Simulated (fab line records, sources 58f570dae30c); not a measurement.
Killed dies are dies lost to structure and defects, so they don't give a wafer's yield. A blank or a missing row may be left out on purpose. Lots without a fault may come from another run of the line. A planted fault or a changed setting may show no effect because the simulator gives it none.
Split-lot experiment | flow berkeley_cmos170 | 5 lots, 23 wafers read, on a route of 331 steps

THE SPLIT
At UCB170_M1_SPUTTER_00 (material Al, target thk 600 nm, time 80 s), the setting power_w was moved away from the recipe's 6000 W on 7 of the 23 wafers read, by +8.8% to +10.9%. The other wafers ran this setting at the recipe's value.

FROM THE SPLIT TO THE READING: what the file shows between them, 7 steps
- UCB170_M1_RS_MEAS_01: measures by four-point-probe
- UCB170_M1_THK_MEAS_02: measures by xrf
- UCB170_M1_EXPOSE_06: exposes mask METAL1, target cd 700 nm (also split here: dose_mj)
- UCB170_M1_PEB_07
- UCB170_M1_DEVELOP_08: develop time 45 s
- UCB170_M1_CD_MEAS_09: target cd 700 nm
- UCB170_M1_ETCH_11: etches BARC in N2/H2

THE READING
oes_product_au, in a.u., at UCB170_M1_METAL_ETCH_12 (etches Al in Cl2/BCl3, stops on PSG, target depth 780 nm, time 130 s). Fault-free wafers of this fab line usually give 0.853 a.u., standard deviation 0.019 a.u..

wafer  | tool, chamber at the split | power_w as run, W | against the recipe | oes_product_au, a.u. | against lot-mates on the recipe
L076.1 | pvd_sputter-01, -          | 6000              | recipe             | 0.854                | -
L076.2 | pvd_sputter-01, -          | 6000              | recipe             | 0.821                | -
L076.4 | pvd_sputter-01, -          | 6654              | +10.9%             | 0.915                | +0.081
L076.5 | pvd_sputter-01, -          | 6000              | recipe             | 0.826                | -
L076.6 | pvd_sputter-01, -          | 6654              | +10.9%             | 0.909                | +0.075
L078.1 | pvd_sputter-02, -          | 6000              | recipe             | 0.857                | -
L078.3 | pvd_sputter-02, -          | 6000              | recipe             | 0.849                | -
L078.5 | pvd_sputter-02, -          | 6000              | recipe             | 0.854                | -
L080.1 | pvd_sputter-02, -          | 6000              | recipe             | 0.900                | -
L080.2 | pvd_sputter-02, -          | 6000              | recipe             | 0.887                | -
L080.3 | pvd_sputter-02, -          | 6577              | +9.6%              | 0.912                | +0.030
L080.4 | pvd_sputter-02, -          | 6000              | recipe             | 0.859                | -
L080.5 | pvd_sputter-02, -          | 6577              | +9.6%              | 0.937                | +0.055
L084.1 | pvd_sputter-01, -          | 6527              | +8.8%              | 0.920                | +0.078
L084.2 | pvd_sputter-01, -          | 6000              | recipe             | 0.835                | -
L084.4 | pvd_sputter-01, -          | 6527              | +8.8%              | 0.932                | +0.090
L084.5 | pvd_sputter-01, -          | 6527              | +8.8%              | 0.930                | +0.088
L084.6 | pvd_sputter-01, -          | 6000              | recipe             | 0.849                | -
L082.1 | pvd_sputter-02, -          | 6000              | recipe             | 0.820                | -
L082.2 | pvd_sputter-02, -          | 6000              | recipe             | 0.832                | -
L082.4 | pvd_sputter-02, -          | 6000              | recipe             | 0.823                | -
L082.5 | pvd_sputter-02, -          | 6000              | recipe             | 0.798                | -
L082.6 | pvd_sputter-02, -          | 6000              | recipe             | 0.862                | -

THE FIT
A straight line over all 23 wafers: oes_product_au changes by +0.0078 a.u. for each +1% of power_w; r = +0.84; the points scatter about the line by 0.024 a.u..
The same after taking each lot's own level away (the mean of its wafers on the recipe; 23 wafers): +0.00726 a.u. for each +1%; r = +0.88; scatter 0.018 a.u..
On that fit, the largest move of power_w shifts the reading by 0.079 a.u..
The lots' own levels span 0.8270 to 0.8820 a.u., that is 2.9 times the standard deviation above.
So the lot-to-lot level changes the slope little: the two slopes agree.
Check: with one of the wafers moved furthest among these (+10.9%) left out of the fit, the line predicts +0.0791 a.u. for it against its lot-mates. It came out at +0.0813 a.u. against them.

OTHER SPLITS ON THESE WAFERS
These wafers also went through other splits before the reading. Each is held against what the fit with the lots' levels taken away leaves over:
other split on the same wafers | wafers away from the commonest value | r with oes_product_au (lot level and that fit taken away)
UCB170_M1_EXPOSE_06 dose_mj    | 10                                   | +0.22

THE WHOLE CHAIN: every reading that the file lists as answering this split, in the file's order
step                    | what it does                                                         | reading                                                                     | change (the file's fit)                   | r (the file's)
UCB170_M1_SPUTTER_00    | material Al, target thk 600 nm, time 80 s                            | Al_of_M1_SPUTTER_00.thk_nm (the simulator's own value, which no gauge read) | +5.83 nm for each +1% of the setting      | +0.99
UCB170_M1_RS_MEAS_01    | measures by four-point-probe                                         | M1_AL_RS                                                                    | -0.000438 for each +1% of the setting     | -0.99
UCB170_M1_THK_MEAS_02   | measures by xrf                                                      | M1_AL_THK                                                                   | +5.81 for each +1% of the setting         | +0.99
UCB170_M1_METAL_ETCH_12 | etches Al in Cl2/BCl3, stops on PSG, target depth 780 nm, time 130 s | oes_product_au                                                              | +0.00697 a.u. for each +1% of the setting | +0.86

THE FILE'S OWN FIT
oes_product_au changes by +0.00697 a.u. for each +1% of power_w, r = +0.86.
